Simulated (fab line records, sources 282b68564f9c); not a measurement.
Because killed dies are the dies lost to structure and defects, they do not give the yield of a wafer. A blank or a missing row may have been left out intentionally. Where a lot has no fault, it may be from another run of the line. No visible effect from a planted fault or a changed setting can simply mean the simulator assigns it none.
The tool behind it: which one?	flow rit-cmos	15 lots with 45 wafers sampled at 2 steps, on a route of 202 steps

## WHAT THE GAUGES SHOWED, per wafer
Not one reading of a measure or inspect step in the record can be checked against a usual standard deviation.

## WHICH TOOL RAN EACH LOT (tool, then ch and the chambers of the sampled wafers, then the start)
lot	RIT_CONTACT_STRIP_12	RIT_M1_PROBE_99
L567	plasma-asher-01 ch 0,1, day 3 10:22	prober-01, day 3 18:36
L568	plasma-asher-04 ch 0,1, day 3 13:34	-
L569	plasma-asher-04 ch 0,1, day 3 20:49	-
L570	plasma-asher-03 ch 0,1, day 4 04:40	-
L573	plasma-asher-04 ch 0,1, day 4 20:02	-
L575	plasma-asher-03 ch 0,1, day 5 09:53	prober-01, day 5 14:54
L576	plasma-asher-04 ch 0,1, day 5 12:39	-
L578	plasma-asher-03 ch 1, day 5 19:35	prober-02, day 6 00:22
L579	plasma-asher-03 ch 0,1, day 5 22:45	-
L580	plasma-asher-03 ch 0, day 6 04:55	prober-02, day 6 09:57
L583	plasma-asher-01 ch 0,1, day 6 19:05	-
L584	plasma-asher-01 ch 0,1, day 6 23:32	prober-02, day 7 04:43
L585	plasma-asher-01 ch 0,1, day 7 05:17	-
L587	plasma-asher-04 ch 0,1, day 7 14:23	prober-01, day 7 20:04
L589	plasma-asher-04 ch 0,1, day 8 03:32	-
- RIT_CONTACT_STRIP_12: strips in O2, time 180 s.
- RIT_M1_PROBE_99

## WHAT THE TOOLS THEMSELVES READ (means of the sampled wafers that have a number; where no wafer has one, the mark that the record gives instead)
RIT_CONTACT_STRIP_12.
lot	tool	drypump-motor-current-A (A)	run-length-s (s)
L567	plasma-asher-01	6.3	208.4
L568	plasma-asher-04	5.5	208.3
L569	plasma-asher-04	5.4	209.0
L570	plasma-asher-03	5.8	208.1
L573	plasma-asher-04	5.5	208.5
L575	plasma-asher-03	5.9	208.2
L576	plasma-asher-04	5.5	208.5
L578	plasma-asher-03	5.4	183.4
L579	plasma-asher-03	5.9	183.4
L580	plasma-asher-03	6.1	183.2
L583	plasma-asher-01	6.2	208.8
L584	plasma-asher-01	6.2	208.2
L585	plasma-asher-01	6.2	208.4
L587	plasma-asher-04	5.4	208.6
L589	plasma-asher-04	5.5	208.2

RIT_M1_PROBE_99.
lot	tool	killed-at-contacts	killed-at-front-end	killed-dies	killed-open	killed-short
L567	prober-01	0.0	6.0	6.0	3.7	2.3
L575	prober-01	0.0	7.7	7.7	4.0	3.7
L578	prober-02	0.0	8.3	8.3	3.7	4.7
L580	prober-02	0.0	6.3	6.3	4.7	1.7
L584	prober-02	0.0	6.3	6.3	3.7	2.7
L587	prober-01	0.0	5.0	5.0	2.7	2.3

## THE ANSWER, worked out from the rows above alone
Rule: the usual values come from the lots themselves. The widest of any qualifying gaps counts: lots, ordered by their means at a reading, are off when they make up no more than a third of the lots, leave a main group of 4 or more, and stand apart from it by 3 or more times the standard deviation of that group's means. A main group whose means are all the same, to the digits that the tables above print for the reading, isn't used. A lot without any number at a reading at which 4 lots or more have one is off too. All remaining lots with rows at the step are treated as sound. The gauges are gone through in route order, then the tools' own readings, and for those a lot's mean is taken as printed above. The first step at which some lot is off is used, and at that step the reading that is off furthest; a lot without a number counts as furthest.
Off: L578, L579, L580 (RIT_CONTACT_STRIP_12, run-length-s). Mean 208.4 s and standard deviation 0.26 in the main group.
A tool fits if, at that step or a process step before it, it ran every lot that is off, and no sound lot after the first of them. One fits: plasma-asher-03 at RIT_CONTACT_STRIP_12. A fault onset in the window from L575 (day 5 09:53, its last sound lot) to L578 (day 5 19:35, its first lot off) fits.
On the lots that are off, the tool's own readings at RIT_CONTACT_STRIP_12 differ by more than 5 times the standard deviation of the sound lots' means, which bears it out; run-length-s reads 183.3 s there versus 208.4 s on the sound lots.

## WHAT THE SIMULATOR HAD PUT IN
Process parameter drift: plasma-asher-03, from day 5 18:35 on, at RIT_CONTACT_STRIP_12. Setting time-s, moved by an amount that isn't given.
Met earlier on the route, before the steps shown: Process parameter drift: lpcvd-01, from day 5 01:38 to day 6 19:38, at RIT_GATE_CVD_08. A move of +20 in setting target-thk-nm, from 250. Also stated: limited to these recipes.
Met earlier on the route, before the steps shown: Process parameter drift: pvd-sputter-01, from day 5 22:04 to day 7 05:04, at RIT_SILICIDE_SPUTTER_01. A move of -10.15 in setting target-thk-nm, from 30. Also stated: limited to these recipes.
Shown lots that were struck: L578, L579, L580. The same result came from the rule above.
